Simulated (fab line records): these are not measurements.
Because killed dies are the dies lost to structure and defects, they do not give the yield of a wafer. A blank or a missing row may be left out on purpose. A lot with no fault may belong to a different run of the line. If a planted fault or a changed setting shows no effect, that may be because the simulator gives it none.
The same fault as seen by 2 desks :: flow berkeley-cmos170 :: each desk has only its own numbers; what lay behind them comes last

THE METROLOGY DESK
What the gauges read, lot by lot, whatever tool the lot ran on: means of the sampled wafers that have a number. A lot is out of limits, marked OUT, if its mean lies more than 4 standard deviations from the usual mean; the brackets give that distance.
Columns: A = ACTIVE_NITRIDE_THK at UCB170_ACTIVE_THK_MEAS_06, usual 220.4 nm; B = PLDD_OVL at UCB170_PLDD_OVL_MEAS_07, usual 0 nm
lot: L791
first seen here: day 4 04:01
A: 221.5
B: 1

lot: L792
first seen here: day 4 09:31
A: 218.7
B: 2

lot: L794
first seen here: day 5 00:12
A: 216.8
B: 0

lot: L795
first seen here: day 5 00:12
A: 221.3
B: -4

lot: L797
first seen here: day 5 20:47
A: 220.4
B: -9

lot: L799
first seen here: day 5 20:47
A: 218.2
B: 10

lot: L800
first seen here: day 6 03:10
A: 219.4
B: 1

lot: L802
first seen here: day 6 03:10
A: 222.7
B: -4

lot: L801
first seen here: day 6 13:34
A: 219.7
B: -5

lot: L805
first seen here: day 7 15:18
A: 221.8
B: 2

lot: L807
first seen here: day 7 15:19
A: 221.9
B: 2

lot: L811
first seen here: day 8 11:55
A: 217.0
B: 0

lot: L813
first seen here: day 8 20:37
A: 225.2
B: -4

lot: L814
first seen here: day 8 22:46
A: 222.9
B: 0
This desk found nothing out of limits on any of the 14 lots.

AT THE TOOL OWNER'S DESK: plasma-asher-03
The tool's own readings at UCB170_ZERO_STRIP_07 (strips in O2): means of the sampled wafers that have a number, for each lot that ran on this tool. A lot is out of limits, marked OUT, if its mean lies more than 4 standard deviations from the usual mean; the brackets give that distance.
Columns: A = drypump-motor-current-A at UCB170_ZERO_STRIP_07, usual 5.6 A; B = o2-flow-sccm at UCB170_ZERO_STRIP_07, usual 399.9 sccm; C = oes-product-au at UCB170_ZERO_STRIP_07, usual 0.727 a.u.; D = strip-time-to-endpoint-s at UCB170_ZERO_STRIP_07, usual 21.49 s
lot: L794
first seen here: day 2 08:52
A: 6.2
B: 399.0
C: 0.726
D: 21.61

lot: L795
first seen here: day 2 14:16
A: 6.2
B: 399.8
C: 0.728
D: 21.51

lot: L797
first seen here: day 3 02:34
A: 6.1
B: 400.1
C: 0.728
D: 21.47

lot: L802
first seen here: day 4 00:52
A: 6.2
B: 400.2
C: 0.727
D: 21.54

lot: L807
first seen here: day 5 01:59
A: 6.1
B: 320.5 (-72) OUT
C: 0.713
D: 22.16 (+9.3) OUT

lot: L811
first seen here: day 5 23:27
A: 6.2
B: 319.8 (-73) OUT
C: 0.708 (-4.7) OUT
D: 22.34 (+12) OUT
This desk finds L807, L811 out of limits, L807 being first, at day 5 01:59 (o2-flow-sccm at UCB170_ZERO_STRIP_07). L794, L795, L797, L802: within limits.

BROUGHT TOGETHER
An alarm could have come from the tool owner's desk at day 5 01:59, on L807, L811.
From the metrology desk's view, nothing was out of limits.
The metrology desk holds a record of L807, L811, inside its limits.
All the named lots went through UCB170_ZERO_STRIP_07 on plasma-asher-03.

WHAT THE SIMULATOR HAD INSERTED
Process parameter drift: plasma-asher-03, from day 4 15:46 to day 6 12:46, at UCB170_ZERO_STRIP_07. Setting o2-flow-sccm, moved by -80, from 400. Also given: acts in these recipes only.
Struck lots among those shown: L807, L811.
How many hours passed from the start of the fault until each desk's first out-of-limits reading: the tool owner's desk, 10.
